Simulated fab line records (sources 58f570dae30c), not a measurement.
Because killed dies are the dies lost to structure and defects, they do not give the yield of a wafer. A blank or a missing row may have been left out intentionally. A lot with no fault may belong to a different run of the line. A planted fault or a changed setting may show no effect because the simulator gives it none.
Split-lot experiment || flow berkeley-cmos170 || on a route of 331 steps: 5 lots, 23 wafers read

## SPLIT DETAILS
At UCB170_GATE_COAT_07 (resist thk 900 nm), the setting spin-rpm was moved away from the recipe's 1500 rpm on 8 of the 23 wafers read, by -3.1% to +5.7%. The other wafers ran this setting at the recipe's value.

The split's own step is where the reading is taken.

## THE READING
KrF_of_GATE_COAT_07.thk-nm (the simulator's own value, which no gauge read), in nm, at UCB170_GATE_COAT_07 (resist thk 900 nm). No usual value for it is given in the file. Average 901.6 nm, standard deviation 3.2 nm, over the 15 wafers here run with the recipe.

{"wafer": "L076.1", "tool, chamber at the split": "litho-track-01, 0", "spin-rpm as run, rpm": 1454, "against the recipe": "-3.1%", "KrF_of_GATE_COAT_07.thk-nm, nm": 913.6, "against lot-mates on the recipe": "+16.5"}
{"wafer": "L076.2", "tool, chamber at the split": "litho-track-01, 0", "spin-rpm as run, rpm": 1500, "against the recipe": "recipe", "KrF_of_GATE_COAT_07.thk-nm, nm": 896.4, "against lot-mates on the recipe": "-"}
{"wafer": "L076.3", "tool, chamber at the split": "litho-track-01, 0", "spin-rpm as run, rpm": 1454, "against the recipe": "-3.1%", "KrF_of_GATE_COAT_07.thk-nm, nm": 915.9, "against lot-mates on the recipe": "+18.8"}
{"wafer": "L076.4", "tool, chamber at the split": "litho-track-01, 0", "spin-rpm as run, rpm": 1500, "against the recipe": "recipe", "KrF_of_GATE_COAT_07.thk-nm, nm": 897.8, "against lot-mates on the recipe": "-"}
{"wafer": "L076.6", "tool, chamber at the split": "litho-track-01, 0", "spin-rpm as run, rpm": 1454, "against the recipe": "-3.1%", "KrF_of_GATE_COAT_07.thk-nm, nm": 913, "against lot-mates on the recipe": "+15.9"}
{"wafer": "L077.1", "tool, chamber at the split": "litho-track-04, 0", "spin-rpm as run, rpm": 1500, "against the recipe": "recipe", "KrF_of_GATE_COAT_07.thk-nm, nm": 904.7, "against lot-mates on the recipe": "-"}
{"wafer": "L077.4", "tool, chamber at the split": "litho-track-04, 0", "spin-rpm as run, rpm": 1500, "against the recipe": "recipe", "KrF_of_GATE_COAT_07.thk-nm, nm": 905.6, "against lot-mates on the recipe": "-"}
{"wafer": "L077.5", "tool, chamber at the split": "litho-track-04, 0", "spin-rpm as run, rpm": 1500, "against the recipe": "recipe", "KrF_of_GATE_COAT_07.thk-nm, nm": 905.1, "against lot-mates on the recipe": "-"}
{"wafer": "L079.1", "tool, chamber at the split": "litho-track-04, 0", "spin-rpm as run, rpm": 1500, "against the recipe": "recipe", "KrF_of_GATE_COAT_07.thk-nm, nm": 896.1, "against lot-mates on the recipe": "-"}
{"wafer": "L079.2", "tool, chamber at the split": "litho-track-04, 0", "spin-rpm as run, rpm": 1586, "against the recipe": "+5.7%", "KrF_of_GATE_COAT_07.thk-nm, nm": 874.3, "against lot-mates on the recipe": -23.1}
{"wafer": "L079.3", "tool, chamber at the split": "litho-track-04, 0", "spin-rpm as run, rpm": 1500, "against the recipe": "recipe", "KrF_of_GATE_COAT_07.thk-nm, nm": 898.7, "against lot-mates on the recipe": "-"}
{"wafer": "L079.4", "tool, chamber at the split": "litho-track-04, 0", "spin-rpm as run, rpm": 1586, "against the recipe": "+5.7%", "KrF_of_GATE_COAT_07.thk-nm, nm": 875.6, "against lot-mates on the recipe": -21.8}
{"wafer": "L079.6", "tool, chamber at the split": "litho-track-04, 0", "spin-rpm as run, rpm": 1586, "against the recipe": "+5.7%", "KrF_of_GATE_COAT_07.thk-nm, nm": 874.6, "against lot-mates on the recipe": -22.8}
{"wafer": "L080.1", "tool, chamber at the split": "litho-track-01, 0", "spin-rpm as run, rpm": 1470, "against the recipe": "-2.0%", "KrF_of_GATE_COAT_07.thk-nm, nm": 909.8, "against lot-mates on the recipe": "+7.9"}
{"wafer": "L080.2", "tool, chamber at the split": "litho-track-01, 0", "spin-rpm as run, rpm": 1470, "against the recipe": "-2.0%", "KrF_of_GATE_COAT_07.thk-nm, nm": 910.9, "against lot-mates on the recipe": "+9.0"}
{"wafer": "L080.3", "tool, chamber at the split": "litho-track-01, 0", "spin-rpm as run, rpm": 1500, "against the recipe": "recipe", "KrF_of_GATE_COAT_07.thk-nm, nm": 900.4, "against lot-mates on the recipe": "-"}
{"wafer": "L080.4", "tool, chamber at the split": "litho-track-01, 0", "spin-rpm as run, rpm": 1500, "against the recipe": "recipe", "KrF_of_GATE_COAT_07.thk-nm, nm": 901.9, "against lot-mates on the recipe": "-"}
{"wafer": "L080.5", "tool, chamber at the split": "litho-track-01, 0", "spin-rpm as run, rpm": 1500, "against the recipe": "recipe", "KrF_of_GATE_COAT_07.thk-nm, nm": 903.3, "against lot-mates on the recipe": "-"}
{"wafer": "L082.1", "tool, chamber at the split": "litho-track-04, 0", "spin-rpm as run, rpm": 1500, "against the recipe": "recipe", "KrF_of_GATE_COAT_07.thk-nm, nm": 901.8, "against lot-mates on the recipe": "-"}
{"wafer": "L082.2", "tool, chamber at the split": "litho-track-04, 0", "spin-rpm as run, rpm": 1500, "against the recipe": "recipe", "KrF_of_GATE_COAT_07.thk-nm, nm": 902.5, "against lot-mates on the recipe": "-"}
{"wafer": "L082.4", "tool, chamber at the split": "litho-track-04, 0", "spin-rpm as run, rpm": 1500, "against the recipe": "recipe", "KrF_of_GATE_COAT_07.thk-nm, nm": 906.8, "against lot-mates on the recipe": "-"}
{"wafer": "L082.5", "tool, chamber at the split": "litho-track-04, 0", "spin-rpm as run, rpm": 1500, "against the recipe": "recipe", "KrF_of_GATE_COAT_07.thk-nm, nm": 901.3, "against lot-mates on the recipe": "-"}
{"wafer": "L082.6", "tool, chamber at the split": "litho-track-04, 0", "spin-rpm as run, rpm": 1500, "against the recipe": "recipe", "KrF_of_GATE_COAT_07.thk-nm, nm": 902.1, "against lot-mates on the recipe": "-"}

THE FIT
A straight line over all 23 wafers: KrF_of_GATE_COAT_07.thk-nm changes by -4.52 nm for each +1% of spin-rpm; r = -0.97; the points scatter about the line by 2.8 nm.
The same after taking each lot's own level away (the mean of its wafers on the recipe; 23 wafers): -4.32 nm for each +1%; r = -0.98; scatter 1.9 nm.
According to that fit, moving spin-rpm by its largest amount changes the reading by 25 nm.
Across the lots, their own levels run from 897.10 to 905.13 nm, a range of 2.5 times the standard deviation given above.
Consequently the slope shifts little with the lot-to-lot level, the two slopes agreeing.
Check: for one of the wafers moved furthest among these (+5.7%), held out of the fit, the line's prediction against its lot-mates is -24.3 nm. It came out at -23.1 nm against them.

## THE FILE'S OWN FIT
KrF_of_GATE_COAT_07.thk-nm changes by -4.3 nm for each +1% of spin-rpm, r = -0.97.
